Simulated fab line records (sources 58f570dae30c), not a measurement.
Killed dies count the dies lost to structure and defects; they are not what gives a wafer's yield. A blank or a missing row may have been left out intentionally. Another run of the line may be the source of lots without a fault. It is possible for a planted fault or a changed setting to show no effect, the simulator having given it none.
Split-lot experiment    flow berkeley_cmos170    5 lots, 23 wafers read, on a route of 331 steps

== THE SPLIT ==
At UCB170_M1_METAL_ETCH_12 (etches Al in Cl2/BCl3, stops on PSG, target depth 780 nm, time 130 s), the setting time_s was moved away from the recipe's 130 s on 10 of the 23 wafers read, by -14.7% to -3.8%. For the rest of the wafers, this setting stayed at what the recipe calls for.

== FROM SPLIT TO READING: 1 step shown by the file between the two ==
- UCB170_M1_STRIP_13: strips in O2

== THE READING ==
cd_nm at UCB170_M1_CD_MEAS_90, given in nm (cd target 700 nm). A value of 700.0 nm with a standard deviation of 1.9 nm is what fault-free wafers of this fab line usually give.

wafer   tool, chamber at the split  time_s as run, s  against the recipe  cd_nm, nm  against lot-mates on the recipe
L077.1  rie_metal-04, 1             130               recipe              699.0      -
L077.2  rie_metal-04, 1             114               -12.3%              703.5      +4.8
L077.3  rie_metal-04, 1             114               -12.3%              702.9      +4.2
L077.4  rie_metal-04, 1             114               -12.3%              703.3      +4.6
L077.6  rie_metal-04, 1             130               recipe              698.4      -
L079.1  rie_metal-03, 1             123.8             -4.8%               699.7      +0.0
L079.2  rie_metal-03, 0             130               recipe              698.7      -
L079.3  rie_metal-03, 1             123.8             -4.8%               701.7      +2.0
L079.5  rie_metal-03, 1             123.8             -4.8%               702.0      +2.3
L079.6  rie_metal-03, 0             130               recipe              700.7      -
L082.2  rie_metal-04, 1             130               recipe              701.0      -
L082.3  rie_metal-04, 0             130               recipe              700.3      -
L082.5  rie_metal-04, 0             130               recipe              699.5      -
L084.1  rie_metal-02, 0             130               recipe              698.5      -
L084.3  rie_metal-02, 1             110.9             -14.7%              706.6      +9.1
L084.4  rie_metal-02, 0             130               recipe              698.6      -
L084.5  rie_metal-02, 1             110.9             -14.7%              704.4      +6.9
L084.6  rie_metal-02, 0             130               recipe              695.5      -
L085.2  rie_metal-04, 0             130               recipe              700.8      -
L085.3  rie_metal-04, 1             125               -3.8%               705.1      +3.4
L085.4  rie_metal-04, 0             125               -3.8%               703.0      +1.3
L085.5  rie_metal-04, 1             130               recipe              702.5      -
L085.6  rie_metal-04, 0             130               recipe              701.7      -

THE FIT
A straight line over all 23 wafers: cd_nm changes by -0.346 nm for each +1% of time_s; r = -0.73; the points scatter about the line by 1.8 nm.
The same after taking each lot's own level away (the mean of its wafers on the recipe; 23 wafers): -0.453 nm for each +1%; r = -0.91; scatter 1.2 nm.
Per that fit: largest time_s move, reading shift of 6.7 nm.
The lots' own levels span 697.53 to 701.67 nm, that is 2.2 times the standard deviation above.
So the lot-to-lot level blurs the effect unless lot-mates are compared.
Check: for one of the wafers moved furthest among these (-14.7%), held out of the fit, the line's prediction against its lot-mates is +5.87 nm. It came out at +9.07 nm against them.
Tool readings at the split's step, against how far the setting was moved: oes_product_au r = -0.82.

== OTHER SPLITS APPLIED TO THESE WAFERS ==
Note: prior to the reading, these wafers also went through further splits. Each is held against what the fit with the lots' levels taken away leaves over:
other split on the same wafers       wafers away from the commonest value  r with cd_nm (lot level and that fit taken away)
UCB170_NWELL_IMPLANT_14 dose_cm2     7                                     -0.15
UCB170_PWELL_IMPLANT_15 energy_kev   10                                    +0.00
UCB170_ACTIVE_COAT_08 resist_thk_nm  8                                     +0.35
UCB170_PLDD_IMPLANT_08 dose_cm2      8                                     -0.13
UCB170_NLDD_PEB_04 peb_temp_c        6                                     -0.19
UCB170_BACKSIDE_SOFTBAKE_02 temp_c   10                                    +0.02
UCB170_M1_COAT_04 spin_rpm           5                                     -0.29

== THE WHOLE CHAIN: every reading that the file lists as answering this split, in the file's order ==
step                     what it does                                                          reading                                                                    change (the file's fit)                    r (the file's)
UCB170_M1_METAL_ETCH_12  etches Al in Cl2/BCl3, stops on PSG, target depth 780 nm, time 130 s  oes_product_au                                                             -0.00502 a.u. for each +1% of the setting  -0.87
UCB170_M1_METAL_ETCH_12  etches Al in Cl2/BCl3, stops on PSG, target depth 780 nm, time 130 s  KrF_of_M1_COAT_04.thk_nm (the simulator's own value, which no gauge read)  -4.24 nm for each +1% of the setting       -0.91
UCB170_M1_METAL_ETCH_12  etches Al in Cl2/BCl3, stops on PSG, target depth 780 nm, time 130 s  M1.cd_nm (the simulator's own value, which no gauge read)                  -0.456 nm for each +1% of the setting      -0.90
UCB170_M1_CD_MEAS_90     target cd 700 nm                                                      cd_nm                                                                      -0.468 nm for each +1% of the setting      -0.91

== FILE'S OWN FIT ==
cd_nm changes by -0.468 nm for each +1% of time_s, r = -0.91.
